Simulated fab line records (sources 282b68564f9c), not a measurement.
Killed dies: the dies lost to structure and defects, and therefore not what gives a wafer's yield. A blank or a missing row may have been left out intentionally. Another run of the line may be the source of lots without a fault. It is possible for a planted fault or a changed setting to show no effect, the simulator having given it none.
Which of the tools did it? | flow ritCmos | 14 lots with 42 wafers sampled at 2 steps, on a route of 202 steps

== WHAT THE GAUGES SHOWED, per wafer ==
RIT_GATE_THK_MEAS_09. Usual: GATE_POLY_THK gives 250.6 nm (standard deviation 2.7).
lot  | measured    | on           | GATE_POLY_THK (nm) | flag
L535 | day 2 11:34 | filmMetro-02 | 250.1 252.1 251.6  | 
L536 | day 2 16:19 | filmMetro-01 | 244.2 243.7 247.1  | 
L537 | day 2 21:04 | filmMetro-03 | 251.3 250.2 254.4  | 
L538 | day 3 02:43 | filmMetro-02 | 253.0 252.9 253.7  | 
L539 | day 3 09:01 | filmMetro-03 | 249.3 250.5 250.8  | 
L540 | day 3 12:40 | filmMetro-03 | 247.5 246.4 249.1  | 
L542 | day 3 22:24 | filmMetro-03 | 246.3 246.1 246.8  | 
L546 | day 4 18:40 | filmMetro-01 | 251.5 251.6 249.1  | 
L547 | day 5 00:41 | filmMetro-03 | 250.0 250.5 249.6  | 
L549 | day 5 10:01 | filmMetro-03 | 251.0 251.9 249.8  | 
L551 | day 5 20:26 | filmMetro-02 | 251.9 251.2 250.0  | 
L554 | day 6 10:31 | filmMetro-02 | 248.3 249.5 248.1  | 
L555 | day 6 15:01 | filmMetro-03 | 250.7 249.6 250.0  | 
L556 | day 6 21:25 | filmMetro-01 | 252.4 250.7 251.0  | 

== WHAT TOOL EACH LOT RAN ON (gives the tool, then ch and the chambers of the sampled wafers, and finally the start) ==
lot  | RIT_NWELL_HARDBAKE_07
L535 | lithoTrack-02 ch 0, day 1 20:46
L536 | lithoTrack-03 ch 0, day 2 01:23
L537 | lithoTrack-01 ch 0, day 2 06:18
L538 | lithoTrack-03 ch 0, day 2 11:45
L539 | lithoTrack-01 ch 0, day 2 18:01
L540 | lithoTrack-02 ch 0, day 2 21:37
L542 | lithoTrack-03 ch 0, day 3 07:56
L546 | lithoTrack-03 ch 0, day 4 03:17
L547 | lithoTrack-02 ch 0, day 4 08:22
L549 | lithoTrack-01 ch 0, day 4 19:31
L551 | lithoTrack-03 ch 0, day 5 05:25
L554 | lithoTrack-01 ch 0, day 5 19:38
L555 | lithoTrack-01 ch 0, day 6 00:27
L556 | lithoTrack-02 ch 0, day 6 05:50
- RIT_NWELL_HARDBAKE_07: time 120 s.

== WHAT THE TOOLS THEMSELVES READ (means of the sampled wafers that have a number; where no wafer has one, the mark that the record gives instead) ==
RIT_NWELL_HARDBAKE_07. Usual: chillPlateTempC 22.99 C, standard deviation 0.12; exhaustPa 44.8 Pa, standard deviation 0.9; heaterPowerTotalW 52.03 W, standard deviation 0.061; plateTempC 139.99 C, standard deviation 0.13.
lot  | tool          | chillPlateTempC (C) | exhaustPa (Pa) | heaterPowerTotalW (W) | plateTempC (C) | flag
L535 | lithoTrack-02 | 23.05               | 43.6           | 52.09                 | 140.06         | 
L536 | lithoTrack-03 | 22.87               | 44.7           | 52.04                 | 140.11         | 
L537 | lithoTrack-01 | 22.97               | 45.3           | 52.01                 | 139.91         | 
L538 | lithoTrack-03 | 23.12               | 45.7           | 52.04                 | 139.85         | 
L539 | lithoTrack-01 | 22.94               | 44.4           | 52.02                 | 139.93         | 
L540 | lithoTrack-02 | 23.01               | 44.8           | 52.06                 | 140.11         | 
L542 | lithoTrack-03 | 23.11               | 45.6           | 52.00                 | 140.06         | 
L546 | lithoTrack-03 | 23.00               | 44.1           | 51.12                 | 137.99         | OFF
L547 | lithoTrack-02 | 22.93               | 45.2           | 52.02                 | 140.05         | 
L549 | lithoTrack-01 | 23.02               | 44.5           | 52.05                 | 140.00         | 
L551 | lithoTrack-03 | 23.07               | 44.2           | 51.13                 | 138.22         | OFF
L554 | lithoTrack-01 | 23.00               | 44.2           | 52.03                 | 140.02         | 
L555 | lithoTrack-01 | 23.04               | 45.2           | 52.05                 | 140.08         | 
L556 | lithoTrack-02 | 22.92               | 45.4           | 52.01                 | 139.88         | 

== THE ANSWER, worked out from the rows above alone ==
Rule: a lot is off if the mean of its wafers that have a number lies more than 3 standard deviations from the usual mean. Also off: a lot with no number at a reading for which 4 or more lots have one. The other lots that the step has rows for count as sound. Order of review: gauges by route order, followed by the tools' own readings, for which a lot's mean as printed above is used. The first step at which some lot is off is used, and at that step the reading that is off furthest; a lot without a number counts as furthest.
Off at RIT_NWELL_HARDBAKE_07 (plateTempC): L546, L551.
If a tool, at that step or one of the process steps before it, ran each lot that is off and ran no sound lot following the first of them, it fits. One candidate fits, namely lithoTrack-03 at RIT_NWELL_HARDBAKE_07. A fault onset in the window from L542 (day 3 07:56, its last sound lot) to L546 (day 4 03:17, its first lot off) fits.
The tool's own readings at RIT_NWELL_HARDBAKE_07 bear it out: on the lots that are off they differ by more than 5 times the standard deviation of the sound lots' means. heaterPowerTotalW reads 51.12 W there against 52.03 W on the sound lots; plateTempC reads 138.11 C there against 140.00 C on the sound lots.

== WHAT WAS PUT IN BY THE SIMULATOR ==
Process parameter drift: lithoTrack-03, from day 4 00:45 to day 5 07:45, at RIT_NWELL_HARDBAKE_07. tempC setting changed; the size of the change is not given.
Struck lots among those shown: L546, L551. Same finding as the rule above.
